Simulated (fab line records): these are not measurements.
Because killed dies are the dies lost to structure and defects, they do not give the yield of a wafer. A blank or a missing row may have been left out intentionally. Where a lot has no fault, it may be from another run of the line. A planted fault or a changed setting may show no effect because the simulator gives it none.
Which tool was responsible?    flow ritCmos    Sampling: 14 lots, 42 wafers, 2 of 202 route steps

## WHAT EACH GAUGE READ, for each wafer
Not one reading of a measure or inspect step in the record can be checked against a usual standard deviation.

## TOOL THAT RAN EACH LOT (tool first, then ch and the chambers of the sampled wafers, then the start)
lot   RIT_PWELL_STRIP_09                  RIT_M1_PROBE_99
L859  plasmaAsher-03 ch 0,1, day 2 06:18  -
L861  plasmaAsher-03 ch 0,1, day 2 14:21  -
L862  plasmaAsher-01 ch 0,1, day 2 18:22  -
L863  plasmaAsher-04 ch 0,1, day 2 23:21  -
L866  plasmaAsher-01 ch 0,1, day 3 18:49  -
L867  plasmaAsher-03 ch 0,1, day 3 20:34  -
L868  plasmaAsher-01 ch 0,1, day 4 00:22  -
L869  plasmaAsher-03 ch 0,1, day 4 09:37  prober-01, day 6 02:37
L870  plasmaAsher-01 ch 0,1, day 4 15:26  prober-02, day 6 05:20
L874  plasmaAsher-03 ch 1, day 5 11:25    -
L875  plasmaAsher-03 ch 0,1, day 5 17:05  prober-01, day 7 03:27
L877  plasmaAsher-03 ch 0,1, day 5 22:32  -
L878  plasmaAsher-03 ch 0,1, day 6 05:09  -
L881  plasmaAsher-01 ch 0,1, day 6 17:15  -
- RIT_PWELL_STRIP_09: strips in O2, time 180 s.
- RIT_M1_PROBE_99

## WHAT THE TOOLS THEMSELVES READ (means of the sampled wafers that have a number; where no wafer has one, the mark that the record gives instead)
RIT_PWELL_STRIP_09. Usual: drypumpMotorCurrentA 5.54 A, standard deviation 0.3; o2FlowSccm 3999 sccm, standard deviation 12.
lot   tool            drypumpMotorCurrentA (A)  o2FlowSccm (sccm)  flag
L859  plasmaAsher-03  5.66                      3995               
L861  plasmaAsher-03  5.65                      3987               
L862  plasmaAsher-01  5.55                      4010               
L863  plasmaAsher-04  5.48                      4006               
L866  plasmaAsher-01  5.56                      4006               
L867  plasmaAsher-03  5.64                      4010               
L868  plasmaAsher-01  5.23                      3997               
L869  plasmaAsher-03  5.67                      4005               
L870  plasmaAsher-01  5.55                      4015               
L874  plasmaAsher-03  5.59                      4014               
L875  plasmaAsher-03  5.66                      3987               
L877  plasmaAsher-03  5.67                      4252               OFF
L878  plasmaAsher-03  5.67                      4267               OFF
L881  plasmaAsher-01  5.24                      3998               

RIT_M1_PROBE_99. Usual: killedAtContacts 0.1, standard deviation 0.29; killedAtFrontEnd 7, standard deviation 3; killedDies 7, standard deviation 3; killedOpen 3.2, standard deviation 2; killedShort 3.5, standard deviation 2.1.
lot   tool       killedAtContacts  killedAtFrontEnd  killedDies  killedOpen  killedShort  flag
L869  prober-01  0.0               7                 7           4.0         3.3          
L870  prober-02  0.0               7                 7           3.0         4.0          
L875  prober-01  0.0               8                 8           5.0         2.7          

## THE ANSWER, worked out from the rows above alone
Rule: a lot counts as off when the mean over its wafers that have a number is more than 3 standard deviations away from the usual mean. Also off: a lot with no number at a reading for which 4 or more lots have one. Where the step has rows for the other lots, those lots are counted as sound. Order of review: gauges by route order, followed by the tools' own readings, for which a lot's mean as printed above is used. The first step at which some lot is off is used, and at that step the reading that is off furthest; a lot without a number counts as furthest.
Off at RIT_PWELL_STRIP_09 (o2FlowSccm): L877, L878.
If a tool, at that step or one of the process steps before it, ran each lot that is off and ran no sound lot following the first of them, it fits. One fits: plasmaAsher-03 at RIT_PWELL_STRIP_09. Its last sound lot is L875 (day 5 17:05), its first lot that is off L877 (day 5 22:32): a fault that began between those two fits.
The tool's own readings at RIT_PWELL_STRIP_09 bear it out: on the lots that are off they differ by more than 5 times the standard deviation of the sound lots' means. o2FlowSccm reads 4260 sccm there against 4002 sccm on the sound lots.

## WHAT HAD BEEN PUT IN BY THE SIMULATOR
plasmaAsher-03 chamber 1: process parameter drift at RIT_PWELL_STRIP_09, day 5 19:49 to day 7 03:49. Setting o2FlowSccm shifted by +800 from 4000. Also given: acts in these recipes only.
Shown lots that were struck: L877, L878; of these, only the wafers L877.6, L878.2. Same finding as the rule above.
